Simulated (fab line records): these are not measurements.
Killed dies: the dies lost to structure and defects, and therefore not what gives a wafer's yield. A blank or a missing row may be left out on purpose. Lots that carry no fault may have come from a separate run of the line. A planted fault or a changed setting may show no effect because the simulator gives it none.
fab line records	flow ritCmos
record lots=6	wafers=18	lastDay=8
route steps=202 shown SPACER@128 NSD@131 PSD@142 SDANNEAL@153 PLDD@159 NLDD@160 SILICIDE@161 CONTACT@168 M1@202
lots with no fault: from the same line, run without faults
startH: start of the lot's first displayed wafer, in hours after the record's first day	waitH: hours since the lot's step before	" identical to the entry in the row above	L1.1+2: a row that stands for several wafers	- no value present, or no start provided	* or withheld: withheld	< > ~ a bound
route shown NAME@n: NAME is a module with steps in the file, n the number in the route of the first one	usual: mean/standard deviation taken from wafers without a fault	same: alike in all rows	chamber/n: place in a boat	sites: per-site readings	_std_site: the values' standard deviation	_edge_site: mean of outer sites minus mean of inner sites	radiusMm: how far each site lies from the wafer's centre	mask NAME#n: copy n	behind: the last tool/chamber to shape the wafer	hold: the reason the lot was held/the length of the hold in hours/how it ended	device: whichever transistor did not switch (one of n, p or np)	end of line: tests run on the same wafers once the route is complete	a step with no rows: only its recipe	killed: at the first sort, the dies lost to defects and structure; wafer yield is something else	map: shows each die of a wafer: x if killed, . if not, _ if none is there
set.NAME: the setting the step ran with; set.NAME@STEP: the setting that earlier step ran with	model.NAME: the simulator's own value behind a step, which no gauge read
certain route steps with their lots: each step a table, each wafer a row
services: from which hour (startH, from the record's first day; less than 0 if before it) a tool's chamber was out of use, for how many hours, and why
## steps
# step RIT_SPACER_CVD_03
# recipe material=Si3N4	targetThkNm=250	tempC=810	precursor=SiH2Cl2/NH3	timeS=3300	pressureMtorr=300	sih2cl2FlowSccm=60	nh3FlowSccm=150
# step RIT_SPACER_THK_MEAS_04
# recipe reads=Si3N4_of_SPACER_CVD_03
# usual SPACER_NITRIDE_THK=249.0/2.3
lot.wafer	tool	chamber	startH	waitH	SPACER_NITRIDE_THK[nm]
L156.2	filmMetro-03	-	62.64	0.0	250.7
L156.4	"	-	"	"	249.1
L156.5	"	-	"	"	249.0
L160.1	filmMetro-04	-	86.43	0.0	252.8
L160.2	"	-	"	"	253.4
L160.4	"	-	"	"	251.2
L164.1	filmMetro-04	-	106.55	0.0	250.1
L164.2	"	-	"	"	250.2
L164.4	"	-	"	"	251.4
L166.1	filmMetro-02	-	124.06	0.0	247.7
L166.5	"	-	"	"	247.8
L166.6	"	-	"	"	247.0
L168.2	filmMetro-03	-	139.57	0.0	246.8
L168.4	"	-	"	"	249.4
L168.5	"	-	"	"	248.6
L177.4	filmMetro-03	-	167.62	0.0	246.2
L177.5	"	-	"	"	246.5
L177.6	"	-	"	"	247.4
# step RIT_SPACER_ETCHBACK_05
# recipe targetDepthA=2500	SF6_flow_sccm=30	CHF3_flow_sccm=30	target=Si3N4	chemistry=SF6/CHF3	pressureMtorr=40	rfW=250	timeS=240	stopOn=SiO2
# usual drypumpMotorCurrentA=5.9/0.42	oesProductAu=0.847/0.015	throttleValvePct=10.27/0.21
lot.wafer	tool	chamber	startH	waitH	drypumpMotorCurrentA	oesProductAu	rfHoursCounterH	throttleValvePct
L156.2	rieDiel-02	1	62.69	0.0	6.5	0.850	20	10.13
L156.4	"	1	"	"	6.5	0.866	-	10.10
L156.5	"	3	"	"	5.7	0.856	-	10.07
L160.1	rieDiel-02	3	86.49	0.1	5.8	0.870	137	10.07
L160.2	"	0	"	"	5.5	0.868	110	10.44
L160.4	"	1	"	"	6.5	0.853	21	10.13
L164.1	rieDiel-03	3	106.61	0.1	5.7	0.826	80	10.36
L164.2	"	0	"	"	6.5	0.831	2	10.10
L164.4	"	0	"	"	6.5	0.841	-	10.09
L166.1	rieDiel-02	1	124.12	0.1	6.5	0.851	21	10.10
L166.5	"	1	"	"	6.5	0.857	-	10.09
L166.6	"	3	"	"	5.8	0.853	-	10.06
L168.2	rieDiel-03	1	139.62	0.0	6.0	0.833	0	9.92
L168.4	"	2	"	"	5.8	0.856	146	10.52
L168.5	"	3	"	"	5.7	0.818	-	10.37
L177.4	rieDiel-01	0	167.72	0.1	6.1	0.841	-	10.53
L177.5	"	2	"	"	5.4	0.841	-	9.99
L177.6	"	1	"	"	6.2	0.841	-	10.42
# step RIT_NSD_HMDS_00
# recipe primeTimeS=60	primeTempC=140
# step RIT_NSD_COAT_01
# recipe resist=NOVOLAK	spinRpm=3250	resistThkNm=1000
# step RIT_NSD_SOFTBAKE_02
# recipe resist=NOVOLAK	tempC=90	timeS=60
# step RIT_NSD_EXPOSE_03
# recipe maskId=M9	na=0.57	targetCdNm=40700	doseMj=250
# step RIT_NSD_PEB_04
# recipe resist=NOVOLAK	tempC=withheld	timeS=withheld
# step RIT_NSD_DEVELOP_05
# recipe resist=NOVOLAK	developTimeS=50	devTempC=23
# step RIT_NSD_OVL_MEAS_06
# usual NSD_OVL=-0.1/1.1
lot.wafer	tool	chamber	startH	waitH	NSD_OVL[nm]
L156.2	overlay-01	-	63.86	-	-0.7
L156.4	"	-	"	"	-1.2
L156.5	"	-	"	"	0.3
L160.1	overlay-01	-	87.61	-	2.7
L160.2	"	-	"	"	0.4
L160.4	"	-	"	"	0.4
L164.1	overlay-02	-	107.61	-	-0.3
L164.2	"	-	"	"	0.5
L164.4	"	-	"	"	1.4
L166.1	overlay-02	-	125.12	-	0.2
L166.5	"	-	"	"	0.2
L166.6	"	-	"	"	-1.4
L168.2	overlay-01	-	140.75	-	-2.0
L168.4	"	-	"	"	-1.5
L168.5	"	-	"	"	-2.1
L177.4	overlay-02	-	168.74	-	0.3
L177.5	"	-	"	"	0.8
L177.6	"	-	"	"	-0.6
# step RIT_NSD_HARDBAKE_07
# recipe resist=NOVOLAK	tempC=140	timeS=60
# step RIT_NSD_IMPLANT_08
# recipe species=P	energyKev=25	doseCm2=1e+15	tiltDeg=7
# step RIT_NSD_STRIP_09
# recipe chemistry=O2	timeS=180	resist=NOVOLAK	platenTempC=withheld	powerW=500	pressureMtorr=4000	o2FlowSccm=4000
# usual drypumpMotorCurrentA=6.2/0.51
lot.wafer	tool	chamber	startH	waitH	drypumpMotorCurrentA	rfHoursCounterH
L156.2	plasmaAsher-01	1	64.19	0.1	5.7	27
L156.4	"	1	"	"	5.7	-
L156.5	"	1	"	"	5.7	-
L160.1	plasmaAsher-03	1	87.95	0.1	5.5	43
L160.2	"	0	"	"	5.9	43
L160.4	"	0	"	"	5.9	-
L164.1	plasmaAsher-01	1	107.95	0.1	5.8	31
L164.2	"	0	"	"	6.8	31
L164.4	"	1	"	"	5.8	-
L166.1	plasmaAsher-01	0	125.45	0.1	6.8	33
L166.5	"	0	"	"	6.8	-
L166.6	"	1	"	"	5.7	-
L168.2	plasmaAsher-02	0	141.30	0.1	6.5	49
L168.4	"	1	"	"	6.8	-
L168.5	"	1	"	"	6.8	-
L177.4	plasmaAsher-03	1	169.24	0.1	5.5	-
L177.5	"	0	"	"	5.9	-
L177.6	"	1	"	"	5.5	-
# step RIT_NSD_TW_MEAS_10
# usual NSD_TW=3143/16
lot.wafer	tool	chamber	startH	waitH	NSD_TW
L156.2	filmMetro-01	-	64.38	0.1	3129
L156.4	"	-	"	"	3151
L156.5	"	-	"	"	3141
L160.1	filmMetro-02	-	88.12	0.1	3155
L160.2	"	-	"	"	3150
L160.4	"	-	"	"	3144
L164.1	filmMetro-01	-	108.12	0.1	3133
L164.2	"	-	"	"	3168
L164.4	"	-	"	"	3158
L166.1	filmMetro-04	-	125.63	0.1	3157
L166.5	"	-	"	"	3160
L166.6	"	-	"	"	3176
L168.2	filmMetro-01	-	141.49	0.1	3136
L168.4	"	-	"	"	3146
L168.5	"	-	"	"	3170
L177.4	filmMetro-04	-	169.38	0.1	3183
L177.5	"	-	"	"	3166
L177.6	"	-	"	"	3163
# step RIT_PSD_HMDS_00
# recipe primeTimeS=60	primeTempC=141.1
# step RIT_PSD_COAT_01
# recipe resist=NOVOLAK	spinRpm=3250	resistThkNm=1000
# step RIT_PSD_SOFTBAKE_02
# recipe resist=NOVOLAK	tempC=90	timeS=60
# step RIT_PSD_EXPOSE_03
# recipe maskId=M10	na=0.57	targetCdNm=40900	doseMj=250
# step RIT_PSD_PEB_04
# recipe resist=NOVOLAK	tempC=withheld	timeS=withheld
# step RIT_PSD_DEVELOP_05
# recipe resist=NOVOLAK	developTimeS=50	devTempC=23
# step RIT_PSD_OVL_MEAS_06
# usual PSD_OVL=-1.4/1.4
lot.wafer	tool	chamber	startH	waitH	PSD_OVL[nm]
L156.2	overlay-01	-	65.28	-	-2.2
L156.4	"	-	"	"	-0.7
L156.5	"	-	"	"	0.0
L160.1	overlay-02	-	89.16	-	-1.7
L160.2	"	-	"	"	-2.6
L160.4	"	-	"	"	-2.7
L164.1	overlay-01	-	109.07	-	-3.5
L164.2	"	-	"	"	-0.8
L164.4	"	-	"	"	-3.0
L166.1	overlay-01	-	126.77	-	-0.8
L166.5	"	-	"	"	0.3
L166.6	"	-	"	"	-0.5
L168.2	overlay-02	-	142.50	-	-4.1
L168.4	"	-	"	"	-2.3
L168.5	"	-	"	"	-1.3
L177.4	overlay-02	-	170.60	-	-2.0
L177.5	"	-	"	"	-2.4
L177.6	"	-	"	"	0.4
# step RIT_PSD_HARDBAKE_07
# recipe resist=NOVOLAK	tempC=140	timeS=60
# step RIT_PSD_IMPLANT_08
# recipe species=BF2	energyKev=27.24	doseCm2=5e+15	tiltDeg=7
# step RIT_PSD_STRIP_09
# recipe chemistry=O2	timeS=180	resist=NOVOLAK	platenTempC=withheld	powerW=500	pressureMtorr=4000	o2FlowSccm=4000
# usual drypumpMotorCurrentA=6.3/0.59
lot.wafer	tool	chamber	startH	waitH	drypumpMotorCurrentA	rfHoursCounterH
L156.2	plasmaAsher-02	1	65.61	0.1	6.8	42
L156.4	"	1	"	"	6.8	-
L156.5	"	0	"	"	6.4	-
L160.1	plasmaAsher-02	1	89.49	0.1	6.8	44
L160.2	"	0	"	"	6.5	44
L160.4	"	0	"	"	6.5	-
L164.1	plasmaAsher-02	1	109.62	0.1	6.8	46
L164.2	"	0	"	"	6.5	46
L164.4	"	1	"	"	6.8	-
L166.1	plasmaAsher-04	0	127.10	0.1	6.6	46
L166.5	"	0	"	"	6.6	-
L166.6	"	1	"	"	5.0	-
L168.2	plasmaAsher-04	1	142.94	0.1	5.0	48
L168.4	"	1	"	"	5.0	-
L168.5	"	0	"	"	6.5	-
L177.4	plasmaAsher-02	0	170.97	0.1	6.5	-
L177.5	"	1	"	"	6.7	-
L177.6	"	0	"	"	6.5	-
# step RIT_PSD_TW_MEAS_10
# usual PSD_TW=3459/20
lot.wafer	tool	chamber	startH	waitH	PSD_TW
L156.2	filmMetro-04	-	65.80	0.1	3476
L156.4	"	-	"	"	3449
L156.5	"	-	"	"	3448
L160.1	filmMetro-01	-	89.67	0.1	3486
L160.2	"	-	"	"	3475
L160.4	"	-	"	"	3487
L164.1	filmMetro-02	-	109.79	0.1	3420
L164.2	"	-	"	"	3429
L164.4	"	-	"	"	3444
L166.1	filmMetro-01	-	127.28	0.1	3460
L166.5	"	-	"	"	3469
L166.6	"	-	"	"	3483
L168.2	filmMetro-01	-	143.13	0.1	3491
L168.4	"	-	"	"	3481
L168.5	"	-	"	"	3482
L177.4	filmMetro-01	-	171.12	0.1	3450
L177.5	"	-	"	"	3441
L177.6	"	-	"	"	3432
# step RIT_SDANNEAL_CLEAN_00
# recipe chemistry=SC1	mix=3:3:50	timeS=600	tempC=75
# step RIT_SDANNEAL_CLEAN_01
# recipe chemistry=dHF	dilution=50:1	timeS=30
# step RIT_SDANNEAL_CLEAN_02
# recipe chemistry=SC2	mix=3:3:50	timeS=600	tempC=75	dry=n2Spin
# step RIT_SDANNEAL_RTA_03
# recipe tempC=1050	timeS=5	idleTempC=600	rampUpCPerS=342	rampDownCPerS=171	coolToC=600	ambient=N2
# usual wafer_temp_C_max=1053.5/1.1
lot.wafer	tool	chamber	startH	waitH	wafer_temp_C_max
L156.2	rtpAnneal-01	0	66.24	0.0	1052.7
L156.4	"	0	"	"	1054.0
L156.5	"	0	"	"	1051.9
L160.1	rtpAnneal-01	0	90.10	0.0	1053.7
L160.2	"	0	"	"	1052.4
L160.4	"	0	"	"	1053.6
L164.1	rtpAnneal-01	0	110.24	0.0	1052.9
L164.2	"	0	"	"	1053.0
L164.4	"	0	"	"	1052.4
L166.1	rtpAnneal-01	0	127.71	0.0	1052.4
L166.5	"	0	"	"	1053.9
L166.6	"	0	"	"	1053.2
L168.2	rtpAnneal-01	0	143.55	0.0	1054.6
L168.4	"	0	"	"	1054.4
L168.5	"	0	"	"	1054.2
L177.4	rtpAnneal-02	0	171.74	0.0	1053.3
L177.5	"	0	"	"	1052.2
L177.6	"	0	"	"	1054.0
# step RIT_SDANNEAL_RS_MEAS_04
# recipe thkMeasGauge=four-point-probe
# usual PSD_RS=115.44/0.29
lot.wafer	tool	chamber	startH	waitH	PSD_RS[ohm/sq]
L156.2	filmMetro-02	-	66.31	0.1	115.64
L156.4	"	-	"	"	115.44
L156.5	"	-	"	"	115.59
L160.1	filmMetro-01	-	90.16	0.0	115.50
L160.2	"	-	"	"	115.42
L160.4	"	-	"	"	115.78
L164.1	filmMetro-02	-	110.29	0.0	114.91
L164.2	"	-	"	"	115.13
L164.4	"	-	"	"	115.27
L166.1	filmMetro-04	-	127.76	0.0	115.71
L166.5	"	-	"	"	115.61
L166.6	"	-	"	"	115.36
L168.2	filmMetro-01	-	143.62	0.1	115.07
L168.4	"	-	"	"	115.29
L168.5	"	-	"	"	115.60
L177.4	filmMetro-02	-	171.83	0.1	115.05
L177.5	"	-	"	"	115.31
L177.6	"	-	"	"	115.24
# step RIT_SDANNEAL_RS_MEAS_05
# recipe thkMeasGauge=four-point-probe
# usual NSD_RS=84.5/0.3
lot.wafer	tool	chamber	startH	waitH	NSD_RS[ohm/sq]
L156.2	filmMetro-02	-	66.43	0.1	84.9
L156.4	"	-	"	"	84.8
L156.5	"	-	"	"	84.9
L160.1	filmMetro-01	-	90.28	0.1	84.0
L160.2	"	-	"	"	84.1
L160.4	"	-	"	"	84.5
L164.1	filmMetro-02	-	110.41	0.1	85.0
L164.2	"	-	"	"	84.7
L164.4	"	-	"	"	84.9
L166.1	filmMetro-04	-	127.88	0.1	85.1
L166.5	"	-	"	"	84.7
L166.6	"	-	"	"	85.0
L168.2	filmMetro-01	-	143.74	0.1	84.3
L168.4	"	-	"	"	84.5
L168.5	"	-	"	"	84.2
L177.4	filmMetro-02	-	171.95	0.1	84.6
L177.5	"	-	"	"	84.7
L177.6	"	-	"	"	84.7
# step RIT_SDANNEAL_RS_MEAS_06
# recipe thkMeasGauge=four-point-probe
# usual PLDD_RS=179.6/0.48
lot.wafer	tool	chamber	startH	waitH	PLDD_RS[ohm/sq]
L156.2	filmMetro-02	-	66.55	0.1	179.5
L156.4	"	-	"	"	180.0
L156.5	"	-	"	"	179.5
L160.1	filmMetro-01	-	90.40	0.1	179.9
L160.2	"	-	"	"	179.7
L160.4	"	-	"	"	180.0
L164.1	filmMetro-02	-	110.53	0.1	179.2
L164.2	"	-	"	"	179.3
L164.4	"	-	"	"	179.8
L166.1	filmMetro-04	-	128.00	0.1	180.2
L166.5	"	-	"	"	180.9
L166.6	"	-	"	"	179.8
L168.2	filmMetro-01	-	143.86	0.1	179.9
L168.4	"	-	"	"	179.7
L168.5	"	-	"	"	179.9
L177.4	filmMetro-02	-	172.07	0.1	178.9
L177.5	"	-	"	"	179.0
L177.6	"	-	"	"	178.7
# step RIT_SDANNEAL_RS_MEAS_07
# recipe thkMeasGauge=four-point-probe
# usual NLDD_RS=150.4/0.52
lot.wafer	tool	chamber	startH	waitH	NLDD_RS[ohm/sq]
L156.2	filmMetro-02	-	66.67	0.1	151.5
L156.4	"	-	"	"	151.4
L156.5	"	-	"	"	150.6
L160.1	filmMetro-01	-	90.52	0.1	151.2
L160.2	"	-	"	"	151.2
L160.4	"	-	"	"	150.2
L164.1	filmMetro-02	-	110.65	0.1	150.5
L164.2	"	-	"	"	150.1
L164.4	"	-	"	"	150.2
L166.1	filmMetro-04	-	128.12	0.1	151.2
L166.5	"	-	"	"	150.9
L166.6	"	-	"	"	151.0
L168.2	filmMetro-01	-	143.98	0.1	150.1
L168.4	"	-	"	"	149.5
L168.5	"	-	"	"	149.3
L177.4	filmMetro-02	-	172.19	0.1	150.0
L177.5	"	-	"	"	150.9
L177.6	"	-	"	"	150.2
# step RIT_SILICIDE_WET_ETCH_00
# recipe chemistry=BOE	target=SiO2	targetDepthNm=14	timeS=15	dry=n2Spin	dilution=10:1	tempC=21.5
# step RIT_SILICIDE_SPUTTER_01
# recipe material=Ti	targetThkNm=30	powerW=350	chamberPressurePa=0.667	gas=Ar	timeS=240	substrateTempC=25
# step RIT_SILICIDE_RS_MEAS_02
# recipe thkMeasGauge=four-point-probe	reads=Ti_of_SILICIDE_SPUTTER_01
# usual SILICIDE_TI_RS=48.0/0.82
lot.wafer	tool	chamber	startH	waitH	SILICIDE_TI_RS[ohm/sq]
L156.2	filmMetro-03	-	66.95	0.1	47.7
L156.4	"	-	"	"	47.4
L156.5	"	-	"	"	48.0
L160.1	filmMetro-03	-	90.82	0.1	48.9
L160.2	"	-	"	"	49.1
L160.4	"	-	"	"	49.3
L164.1	filmMetro-01	-	110.94	0.1	49.8
L164.2	"	-	"	"	49.1
L164.4	"	-	"	"	49.6
L166.1	filmMetro-02	-	128.41	0.1	48.4
L166.5	"	-	"	"	48.7
L166.6	"	-	"	"	48.5
L168.2	filmMetro-01	-	144.27	0.1	47.8
L168.4	"	-	"	"	48.8
L168.5	"	-	"	"	48.3
L177.4	filmMetro-03	-	172.48	0.1	47.0
L177.5	"	-	"	"	47.2
L177.6	"	-	"	"	47.1
# step RIT_SILICIDE_THK_MEAS_03
# recipe thkMeasGauge=xrf	reads=Ti_of_SILICIDE_SPUTTER_01
# usual SILICIDE_TI_THK=29.6/0.43
lot.wafer	tool	chamber	startH	waitH	SILICIDE_TI_THK[nm]
L156.2	filmMetro-03	-	67.06	0.1	29.8
L156.4	"	-	"	"	30.0
L156.5	"	-	"	"	29.4
L160.1	filmMetro-03	-	90.94	0.1	29.0
L160.2	"	-	"	"	28.9
L160.4	"	-	"	"	28.9
L164.1	filmMetro-01	-	111.06	0.1	28.6
L164.2	"	-	"	"	29.0
L164.4	"	-	"	"	28.7
L166.1	filmMetro-02	-	128.53	0.1	29.5
L166.5	"	-	"	"	29.4
L166.6	"	-	"	"	29.4
L168.2	filmMetro-01	-	144.38	0.1	29.7
L168.4	"	-	"	"	29.1
L168.5	"	-	"	"	29.2
L177.4	filmMetro-03	-	172.57	0.1	30.0
L177.5	"	-	"	"	30.1
L177.6	"	-	"	"	29.9
# step RIT_SILICIDE_RTA_04
# recipe tempC=650	timeS=10	idleTempC=25	rampUpS=5	rampDownS=5	coolToC=25	ambient=N2
# step RIT_SILICIDE_WET_ETCH_05
# recipe chemistry=SPM	target=Ti	tempC=90	timeS=120	dry=n2Spin
# step RIT_SILICIDE_RTA_06
# recipe tempC=750	timeS=10	idleTempC=25	rampUpS=5	rampDownS=10	coolToC=25	ambient=N2
# usual wafer_temp_C_max=753.8/0.76
lot.wafer	tool	chamber	startH	waitH	wafer_temp_C_max
L156.2	rtpAnneal-01	0	67.30	0.0	754.9
L156.4	"	0	"	"	753.3
L156.5	"	0	"	"	754.2
L160.1	rtpAnneal-01	0	91.11	0.0	755.0
L160.2	"	0	"	"	753.4
L160.4	"	0	"	"	755.4
L164.1	rtpAnneal-01	0	111.23	0.0	755.5
L164.2	"	0	"	"	754.0
L164.4	"	0	"	"	754.7
L166.1	rtpAnneal-01	0	128.70	0.0	753.8
L166.5	"	0	"	"	753.6
L166.6	"	0	"	"	754.7
L168.2	rtpAnneal-01	0	144.55	0.0	753.4
L168.4	"	0	"	"	753.8
L168.5	"	0	"	"	754.5
L177.4	rtpAnneal-02	0	172.75	0.0	754.2
L177.5	"	0	"	"	753.9
L177.6	"	0	"	"	754.0
# step RIT_CONTACT_CVD_00
# recipe material=SiO2	targetThkNm=400	precursor=TEOS	tempC=390	timeS=61	rfW=414.4
# usual heaterPowerW=298/42
lot.wafer	tool	chamber	startH	waitH	heaterPowerW
L156.2	pecvd-02	2	67.35	0.0	276
L156.4	"	1	"	"	291
L156.5	"	2	"	"	291
L160.1	pecvd-01	1	91.18	0.1	319
L160.2	"	0	"	"	346
L160.4	"	1	"	"	328
L164.1	pecvd-04	2	111.29	0.1	279
L164.2	"	1	"	"	288
L164.4	"	2	"	"	294
L166.1	pecvd-01	1	128.76	0.1	270
L166.5	"	2	"	"	299
L166.6	"	1	"	"	283
L168.2	pecvd-02	1	144.60	0.0	268
L168.4	"	2	"	"	249
L168.5	"	2	"	"	255
L177.4	pecvd-02	1	172.81	0.0	290
L177.5	"	2	"	"	243
L177.6	"	0	"	"	319
# step RIT_CONTACT_THK_MEAS_01
# recipe reads=SiO2_of_CONTACT_CVD_00
# usual CONTACT_TEOS_THK=404/5
lot.wafer	tool	chamber	startH	waitH	CONTACT_TEOS_THK[nm]
L156.2	filmMetro-04	-	67.44	0.1	398
L156.4	"	-	"	"	414
L156.5	"	-	"	"	402
L160.1	filmMetro-01	-	91.23	0.0	397
L160.2	"	-	"	"	405
L160.4	"	-	"	"	409
L164.1	filmMetro-04	-	111.34	0.0	395
L164.2	"	-	"	"	396
L164.4	"	-	"	"	402
L166.1	filmMetro-03	-	128.81	0.0	408
L166.5	"	-	"	"	413
L166.6	"	-	"	"	411
L168.2	filmMetro-03	-	144.69	0.1	399
L168.4	"	-	"	"	403
L168.5	"	-	"	"	402
L177.4	filmMetro-04	-	172.86	0.0	411
L177.5	"	-	"	"	407
L177.6	"	-	"	"	413
# step RIT_M1_PROBE_99
# usual killedAtContacts=0.1/0.28	killedAtFrontEnd=7.1/2.8	killedDies=7.1/2.9	killedOnRim=1.9/1.5	killedOpen=3.4/2	killedShort=3.6/2.1
# same grossDies=264	killed_at_M0_to_M3=0	killed_at_M4_up=0	killedAtBackSide=0	killedAtOther=0
lot.wafer	tool	chamber	startH	waitH	killedAtContacts	killedAtFrontEnd	killedDies	killedOnRim	killedOpen	killedShort
L156.2	prober-01	-	73.84	0.1	0	8	8	0	2	6
L156.4	prober-01	-	73.94	0.2	0	7	7	2	4	3
L156.5	prober-01	-	73.99	0.2	0	7	7	0	5	2
L160.1	prober-01	-	97.57	0.1	0	7	7	3	3	4
L160.2	prober-01	-	97.62	0.1	0	8	8	2	5	3
L160.4	prober-01	-	97.72	0.2	0	8	8	4	7	1
L164.1	prober-01	-	118.87	0.1	0	43	43	13	4	5
L164.2	prober-01	-	118.92	0.1	0	49	49	7	6	2
L164.4	prober-01	-	119.02	0.2	0	35	35	11	2	2
L166.1	prober-01	-	135.19	0.1	0	47	47	5	6	3
L166.5	prober-01	-	135.39	0.2	0	39	39	2	4	1
L166.6	prober-01	-	135.44	0.2	0	34	34	9	1	1
L168.2	prober-01	-	151.20	0.1	0	5	5	2	3	2
L168.4	prober-01	-	151.30	0.2	0	11	11	4	5	6
L168.5	prober-01	-	151.35	0.2	1	12	13	4	8	5
L177.4	prober-02	-	180.60	0.2	0	6	6	3	2	4
L177.5	prober-02	-	180.65	0.2	0	8	8	0	3	5
L177.6	prober-02	-	180.70	0.2	0	6	6	2	5	1
# killed by level:class
L156.2 GATE:geometricParticle:short=4 SILICIDE:geometricParticle:short=2 REOX:geometricParticle:open=1 SPACER:geometricParticle:open=1
L156.4 GATE:geometricParticle:open=2 GATE:geometricParticle:short=2 FOX1:geometricParticle:open=1 FOX2:geometricParticle:open=1 SILICIDE:geometricParticle:short=1
L156.5 FOX1:geometricParticle:open=1 FOX2:geometricParticle:short=1 FOX2:geometricParticle:open=1 SILICIDE:geometricParticle:short=1 GATE:geometricParticle:open=1 SPACER:geometricParticle:open=1 SILICIDE:geometricParticle:open=1
L160.1 FOX2:geometricParticle:short=1 GATE:geometricParticle:open=1 GATE:geometricParticle:short=1 REOX:geometricParticle:short=1 REOX:geometricParticle:open=1 SPACER:geometricParticle:short=1 SILICIDE:geometricParticle:open=1
L160.2 GATE:geometricParticle:open=2 SILICIDE:geometricParticle:open=2 GATE:geometricParticle:short=1 SPACER:geometricParticle:open=1 SPACER:geometricParticle:short=1 SILICIDE:geometricParticle:short=1
L160.4 FOX1:geometricParticle:open=2 GATE:geometricParticle:open=2 SILICIDE:geometricParticle:open=2 FOX2:geometricParticle:open=1 REOX:geometricParticle:short=1
L164.1 NSD:unspecified=34 GATE:geometricParticle:open=4 SILICIDE:geometricParticle:short=2 FOX1:geometricParticle:short=1 GATE:geometricParticle:short=1 REOX:geometricParticle:short=1
L164.2 NSD:unspecified=41 GATE:geometricParticle:open=3 SPACER:geometricParticle:open=2 FOX2:geometricParticle:open=1 GATE:geometricParticle:short=1 SILICIDE:geometricParticle:short=1
L164.4 NSD:unspecified=31 FOX1:geometricParticle:short=1 REOX:geometricParticle:open=1 SPACER:geometricParticle:open=1 SPACER:geometricParticle:short=1
L166.1 NSD:unspecified=38 GATE:geometricParticle:open=5 FOX1:geometricParticle:short=1 GATE:geometricParticle:short=1 REOX:geometricParticle:short=1 SPACER:geometricParticle:open=1
L166.5 NSD:unspecified=34 GATE:geometricParticle:open=4 REOX:geometricParticle:short=1
L166.6 NSD:unspecified=32 GATE:geometricParticle:short=1 GATE:geometricParticle:open=1
L168.2 FOX1:geometricParticle:open=2 GATE:geometricParticle:open=1 GATE:geometricParticle:short=1 SILICIDE:geometricParticle:short=1
L168.4 GATE:geometricParticle:short=4 GATE:geometricParticle:open=3 SPACER:geometricParticle:open=2 REOX:geometricParticle:short=1 SPACER:geometricParticle:short=1
L168.5 GATE:geometricParticle:short=3 GATE:geometricParticle:open=3 FOX1:geometricParticle:open=2 REOX:geometricParticle:short=1 REOX:geometricParticle:open=1 SPACER:geometricParticle:short=1 SPACER:geometricParticle:open=1 CONTACT:geometricParticle:open=1
L177.4 GATE:geometricParticle:short=2 GATE:geometricParticle:open=2 SPACER:geometricParticle:short=2
L177.5 GATE:geometricParticle:short=3 FOX2:geometricParticle:short=1 GATE:geometricParticle:open=1 REOX:geometricParticle:short=1 REOX:geometricParticle:open=1 SILICIDE:geometricParticle:open=1
L177.6 GATE:geometricParticle:open=5 FOX1:geometricParticle:short=1
# map L164.2 (x killed, . not)
________xxx...._______
_____...xxx.x.....____
____...x.xxxx.x....___
___...xxxxxxxx......__
__...xxxxxxxx........_
__....xxxxxxxx......._
_.....xxxxxx..........
_.....................
_..................x..
_..x..............x...
__..................._
__..................._
___.................__
____...............___
_____.........x...____
________...x.x._______
# map L166.1 (x killed, . not)
________......._______
_____..x.xxx......____
____...xxxxxxx.....___
___.x.xxxxxxx.x.....__
__....xxxxxxxx......._
__.....xxxxxx.x......_
_........xxx..x.....x.
_.........x...........
_.....................
_...x...............x.
__....x.............._
__...............x..._
___...........x.....__
____...............___
_____............x____
________......._______
## services
tool	chamber	startH	hours	kind
pecvd-02	0	45.53	102.1	repair
rieDiel-02	0	61.71	13.8	repair
plasmaAsher-03	-	67.92	1.6	repair
rieDiel-01	2	72.70	12.5	repair
rieDiel-01	1	72.79	3.0	repair
rieDiel-03	-	86.39	1.6	repair
rieDiel-03	3	89.75	6.1	repair
rieDiel-03	-	91.46	0.5	repair
rieDiel-03	1	99.35	-	clean
rieDiel-03	1	99.35	19.9	scheduledDown
rieDiel-03	1	99.35	19.9	ventCycle
plasmaAsher-03	-	108.75	9.0	pm
plasmaAsher-03	0	108.75	9.0	ventCycle
rieDiel-02	2	118.60	12.6	repair
rieDiel-02	-	122.05	0.5	repair
plasmaAsher-04	-	125.04	1.7	repair
plasmaAsher-02	-	126.86	2.8	pm
rieDiel-01	-	129.44	4.3	pm
plasmaAsher-01	-	132.82	4.3	pm
rieDiel-01	0	137.90	23.8	repair
pecvd-01	0	143.69	15.9	repair
pecvd-04	0	144.91	11.5	repair
rieDiel-02	2	165.60	6.9	repair
rieDiel-02	-	166.32	2.8	pm
## key
firstSign step=RIT_M1_PROBE_99	reading=killedAtFrontEnd	direction=up	sigmas=12	usual=7.1	struck=41.2
effect step=RIT_M1_PROBE_99	reading=killedDies	direction=up	sigmas=12	usual=7.1	struck=41.2
metAt RIT_NSD_STRIP_09
struckWafers L164.1,L164.2,L164.4,L166.1,L166.5,L166.6
testerLeftOut L164,L166
onsetBetween 64.19 107.95
earlierFault kind=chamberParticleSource	tool=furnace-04	chamber=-	onsetH=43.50	steps=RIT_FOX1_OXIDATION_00	ratePerVisitCm2=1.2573	endH=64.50
fault kind=chamberParticleSource	tool=plasmaAsher-01	chamber=-	onsetH=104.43	steps=RIT_NSD_STRIP_09	ratePerVisitCm2=1.2355	endH=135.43
# testerLeftOut: of these lots the tester's yield and bins aren't shown, on N5 and GAA mostly nor the transistor test; their killed dies are dies lost to structure and defects alone, not to doping, threshold or leakage, so they don't give the yield
